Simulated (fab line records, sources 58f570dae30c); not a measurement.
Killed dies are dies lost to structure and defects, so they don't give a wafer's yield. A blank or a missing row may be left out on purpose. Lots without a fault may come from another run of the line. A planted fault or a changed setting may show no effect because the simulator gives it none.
Which tool did it? | flow berkeley_cmos170 | 14 lots, 42 wafers sampled, at 2 steps of a route of 331

WHAT THE GAUGES READ, wafer by wafer
UCB170_M3_CD_MEAS_15: target cd 700 nm. Usual: cd_nm 700.3 nm, standard deviation 1.3.
lot  | measured     | on        | cd_nm (nm)        | flag
L758 | day 8 05:19  | cd_sem-02 | 701.3 701.1 701.8 |
L761 | day 8 07:24  | cd_sem-01 | 697.4 697.2 698.4 |
L757 | day 8 07:40  | cd_sem-01 | 700.3 700.7 701.3 |
L760 | day 8 07:44  | cd_sem-02 | 700.3 699.8 700.0 |
L759 | day 8 07:56  | cd_sem-02 | 699.9 701.2 700.7 |
L762 | day 8 15:58  | cd_sem-02 | 702.9 701.8 703.0 |
L763 | day 9 05:55  | cd_sem-01 | 697.8 698.0 696.5 |
L765 | day 9 21:45  | cd_sem-02 | 699.0 698.2 699.3 |
L767 | day 10 01:04 | cd_sem-01 | 702.4 701.9 700.7 |
L770 | day 10 08:32 | cd_sem-01 | 700.0 700.0 699.0 |
L769 | day 11 03:17 | cd_sem-02 | 691.7 691.6 691.4 | OFF
L774 | day 11 13:51 | cd_sem-01 | 695.2 693.9 695.0 | OFF
L777 | day 11 17:37 | cd_sem-02 | 699.5 700.6 701.1 |
L778 | day 11 20:22 | cd_sem-02 | 699.4 699.0 698.4 |

WHICH TOOL RAN EACH LOT (tool, then ch and the chambers of the sampled wafers, then the start)
lot  | UCB170_M3_EXPOSE_12
L758 | krf_scanner-02 ch 0, day 8 04:46
L761 | krf_scanner-02 ch 0, day 8 06:01
L757 | krf_scanner-01 ch 0, day 8 06:17
L760 | krf_scanner-02 ch 0, day 8 06:32
L759 | krf_scanner-01 ch 0, day 8 06:48
L762 | krf_scanner-02 ch 0, day 8 15:35
L763 | krf_scanner-01 ch 0, day 9 05:28
L765 | krf_scanner-01 ch 0, day 9 20:16
L767 | krf_scanner-02 ch 0, day 10 00:11
L770 | krf_scanner-01 ch 0, day 10 08:07
L769 | krf_scanner-02 ch 0, day 11 02:53
L774 | krf_scanner-02 ch 0, day 11 13:03
L777 | krf_scanner-01 ch 0, day 11 17:01
L778 | krf_scanner-01 ch 0, day 11 19:58
- UCB170_M3_EXPOSE_12: exposes mask METAL3, target cd 700 nm.

WHAT THE TOOLS THEMSELVES READ (means of the sampled wafers that have a number; where no wafer has one, the mark that the record gives instead)
UCB170_M3_EXPOSE_12. Usual: exposure_dose_mJ_cm2 26.06, standard deviation 0.13; focus_offset_nm 0.0 nm, standard deviation 0.53.
lot  | tool           | exposure_dose_mJ_cm2 | focus_offset_nm (nm) | flag
L758 | krf_scanner-02 | 25.97                | 0.2                  |
L761 | krf_scanner-02 | 25.97                | 0.9                  |
L757 | krf_scanner-01 | 26.00                | 0.3                  |
L760 | krf_scanner-02 | 26.00                | 0.7                  |
L759 | krf_scanner-01 | 25.98                | 0.3                  |
L762 | krf_scanner-02 | 25.99                | -0.1                 |
L763 | krf_scanner-01 | 25.95                | -0.8                 |
L765 | krf_scanner-01 | 25.97                | 0.0                  |
L767 | krf_scanner-02 | 25.95                | -0.1                 |
L770 | krf_scanner-01 | 26.27                | 0.0                  |
L769 | krf_scanner-02 | 27.27                | 0.1                  | OFF
L774 | krf_scanner-02 | 27.03                | 0.6                  | OFF
L777 | krf_scanner-01 | 26.29                | 0.2                  |
L778 | krf_scanner-01 | 26.24                | -0.3                 |

THE ANSWER, worked out from the rows above alone
Rule: a lot is off if the mean of its wafers that have a number lies more than 3 standard deviations from the usual mean. A lot without any number at a reading at which 4 lots or more have one is off too. The other lots that the step has rows for count as sound. The gauges are gone through in route order, then the tools' own readings, and for those a lot's mean is taken as printed above. The first step at which some lot is off is used, and at that step the reading that is off furthest; a lot without a number counts as furthest.
Off: L769, L774, at UCB170_M3_CD_MEAS_15 (cd_nm).
A tool fits if, at a process step before that reading, it ran every lot that is off, and no sound lot after the first of them. The gauges at UCB170_M3_CD_MEAS_15 aren't tried: what is off there is off at UCB170_M3_EXPOSE_12 too, on other tools, and a gauge's error can't cause that. One fits: krf_scanner-02 at UCB170_M3_EXPOSE_12. Its last sound lot is L767 (day 10 00:11), its first lot that is off L769 (day 11 02:53): a fault that began between those two fits.
The tool's own readings at UCB170_M3_EXPOSE_12 bear it out: on the lots that are off they differ by more than 5 times the standard deviation of the sound lots' means. exposure_dose_mJ_cm2 reads 27.15 there against 26.05 on the sound lots.

WHAT THE SIMULATOR HAD PUT IN
Process parameter drift: krf_scanner-02, from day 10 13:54 on, at UCB170_M3_EXPOSE_12. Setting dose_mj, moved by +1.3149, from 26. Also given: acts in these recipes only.
Lots struck among those shown: L769, L774. The rule above found the same.
